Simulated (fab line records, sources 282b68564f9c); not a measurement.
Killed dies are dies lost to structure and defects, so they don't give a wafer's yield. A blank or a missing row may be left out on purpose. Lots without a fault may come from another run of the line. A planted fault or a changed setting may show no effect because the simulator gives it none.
Split-lot experiment | flow rit_cmos | 5 lots, 23 wafers read, on a route of 202 steps

THE SPLIT
At RIT_M1_COAT_04 (resist thk 1300 nm), the setting resist_thk_nm was moved away from the recipe's 1300 nm on 7 of the 23 wafers read, by -1.5% to +5.8%. The other wafers ran this setting at the recipe's value.

FROM THE SPLIT TO THE READING: what the file shows between them, 4 steps
- RIT_M1_SOFTBAKE_05: time 60 s
- RIT_M1_EXPOSE_06: exposes mask M12, target cd 2600 nm
- RIT_M1_PEB_07
- RIT_M1_DEVELOP_08: develop time 68 s

THE READING
cd_nm, in nm, at RIT_M1_CD_MEAS_09 (target cd 2600 nm). Fault-free wafers of this fab line usually give 2599.9 nm, standard deviation 2.4 nm.

wafer  | tool, chamber at the split | resist_thk_nm as run, nm | against the recipe | cd_nm, nm | against lot-mates on the recipe
L078.1 | litho_track-01, 0          | 1300                     | recipe             | 2594.6    | -
L078.2 | litho_track-01, 0          | 1280                     | -1.5%              | 2595.4    | -0.6
L078.4 | litho_track-01, 0          | 1300                     | recipe             | 2597.7    | -
L078.5 | litho_track-01, 0          | 1300                     | recipe             | 2595.7    | -
L078.6 | litho_track-01, 0          | 1280                     | -1.5%              | 2599.0    | +3.0
L079.2 | litho_track-01, 0          | 1300                     | recipe             | 2602.7    | -
L079.4 | litho_track-01, 0          | 1300                     | recipe             | 2600.5    | -
L079.5 | litho_track-01, 0          | 1300                     | recipe             | 2603.6    | -
L080.1 | litho_track-03, 0          | 1300                     | recipe             | 2598.1    | -
L080.2 | litho_track-03, 0          | 1300                     | recipe             | 2599.5    | -
L080.3 | litho_track-03, 0          | 1300                     | recipe             | 2599.0    | -
L080.5 | litho_track-03, 0          | 1300                     | recipe             | 2600.0    | -
L080.6 | litho_track-03, 0          | 1300                     | recipe             | 2598.4    | -
L083.1 | litho_track-01, 0          | 1300                     | recipe             | 2598.8    | -
L083.2 | litho_track-01, 0          | 1357                     | +4.4%              | 2605.2    | +6.0
L083.3 | litho_track-01, 0          | 1300                     | recipe             | 2598.8    | -
L083.4 | litho_track-01, 0          | 1300                     | recipe             | 2599.9    | -
L083.6 | litho_track-01, 0          | 1357                     | +4.4%              | 2604.3    | +5.1
L081.1 | litho_track-01, 0          | 1375                     | +5.8%              | 2607.0    | +7.6
L081.2 | litho_track-01, 0          | 1375                     | +5.8%              | 2608.1    | +8.7
L081.3 | litho_track-01, 0          | 1300                     | recipe             | 2599.9    | -
L081.4 | litho_track-01, 0          | 1300                     | recipe             | 2599.0    | -
L081.5 | litho_track-01, 0          | 1375                     | +5.8%              | 2605.6    | +6.2

THE FIT
A straight line over all 23 wafers: cd_nm changes by +1.32 nm for each +1% of resist_thk_nm; r = +0.85; the points scatter about the line by 2 nm.
The same after taking each lot's own level away (the mean of its wafers on the recipe; 23 wafers): +1.15 nm for each +1%; r = +0.89; scatter 1.4 nm.
On that fit, the largest move of resist_thk_nm shifts the reading by 6.6 nm.
The lots' own levels span 2596.00 to 2602.27 nm, that is 2.6 times the standard deviation above.
So the lot-to-lot level changes the slope: the two fits differ.
Check: with one of the wafers moved furthest among these (+5.8%) left out of the fit, the line predicts +6.91 nm for it against its lot-mates. It came out at +7.55 nm against them.

OTHER SPLITS ON THESE WAFERS
These wafers also went through other splits before the reading. Each is held against what the fit with the lots' levels taken away leaves over:
other split on the same wafers        | wafers away from the commonest value | r with cd_nm (lot level and that fit taken away)
RIT_SDANNEAL_CLEAN_00 time_s          | 18                                   | -0.22
RIT_SILICIDE_SPUTTER_01 time_s        | 10                                   | -0.18
RIT_CONTACT_DEVELOP_07 develop_time_s | 7                                    | -0.13

THE WHOLE CHAIN: every reading that the file lists as answering this split, in the file's order
step                 | what it does                                                          | reading                                                                       | change (the file's fit)              | r (the file's)
RIT_M1_COAT_04       | resist thk 1300 nm                                                    | NOVOLAK_of_M1_COAT_04.thk_nm (the simulator's own value, which no gauge read) | +12.9 nm for each +1% of the setting | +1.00
RIT_M1_CD_MEAS_09    | target cd 2600 nm                                                     | cd_nm                                                                         | +1.19 nm for each +1% of the setting | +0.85
RIT_M1_HARDBAKE_11   | time 120 s                                                            | NOVOLAK_of_M1_COAT_04.thk_nm (the simulator's own value, which no gauge read) | +11.3 nm for each +1% of the setting | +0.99
RIT_M1_METAL_ETCH_12 | etches Al in Cl2/BCl3, stops on SiO2, time 165 s, target depth 600 nm | NOVOLAK_of_M1_COAT_04.thk_nm (the simulator's own value, which no gauge read) | +10.4 nm for each +1% of the setting | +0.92

THE FILE'S OWN FIT
cd_nm changes by +1.19 nm for each +1% of resist_thk_nm, r = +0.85.
